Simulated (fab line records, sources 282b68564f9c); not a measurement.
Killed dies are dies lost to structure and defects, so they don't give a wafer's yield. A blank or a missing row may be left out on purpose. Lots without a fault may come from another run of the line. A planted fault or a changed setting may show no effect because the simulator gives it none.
One fault seen from 2 desks | flow rit_cmos | each desk has only its own numbers; what lay behind them comes last

THE TOOL OWNER'S DESK: litho_track-04
The tool's own readings at RIT_M1_DEVELOP_08 (develop time 68 s): means of the sampled wafers that have a number, for each lot that ran on this tool. A lot is out of limits, marked OUT, if its mean lies more than 4 standard deviations from the usual mean; the brackets give that distance.
Columns: A = developer_temp_C at RIT_M1_DEVELOP_08, usual 23.01 C
lot  | first seen here | A
L723 | day 3 16:00     | 23.04
L729 | day 5 04:00     | 22.95
L734 | day 6 10:00     | 23.07
L736 | day 6 19:00     | 22.22 (-9.1) OUT
L737 | day 6 20:00     | 22.30 (-8.3) OUT
This desk's finding: out of limits on L736, L737; first on L736, day 6 19:00 (developer_temp_C at RIT_M1_DEVELOP_08). In limits: L723, L729, L734.

THE METROLOGY DESK
What the gauges read, lot by lot, whatever tool the lot ran on: means of the sampled wafers that have a number. A lot is out of limits, marked OUT, if its mean lies more than 4 standard deviations from the usual mean; the brackets give that distance.
Columns: A = NSD_OVL at RIT_NSD_OVL_MEAS_06, usual -0.4 nm; B = M1_BOW at RIT_M1_BOW_MEAS_16, usual 17 um
lot  | first seen here | A    | B
L722 | day 3 03:50     | -0.9 | 15
L723 | day 3 09:41     | -1.6 | 14
L724 | day 3 16:20     | -1.0 | 15
L726 | day 4 00:47     | 0.7  | 23
L727 | day 4 05:27     | -1.0 | 16
L729 | day 4 21:34     | -0.3 | 16
L730 | day 5 01:16     | -2.4 | 25
L732 | day 5 11:22     | -0.4 | 20
L733 | day 5 15:00     | -0.8 | 19
L734 | day 6 03:46     | -0.5 | 17
L736 | day 6 11:59     | 0.2  | 7
L737 | day 6 12:05     | -1.3 | 15
L738 | day 6 18:43     | -1.0 | 17
L744 | day 7 18:43     | -0.1 | 20
This desk's finding: nothing out of limits on any of the 14 lots.

PUT TOGETHER
The tool owner's desk could have raised an alarm at day 6 19:00, on L736, L737.
The metrology desk saw nothing out of limits.
The metrology desk has L736, L737 on record, within its limits.
Of the lots named, all ran RIT_M1_DEVELOP_08 on litho_track-04.

WHAT THE SIMULATOR HAD PUT IN
Process parameter drift: litho_track-04, from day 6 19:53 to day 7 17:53, at RIT_M1_DEVELOP_08. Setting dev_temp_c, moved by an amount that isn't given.
Lots struck among those shown: L736, L737.
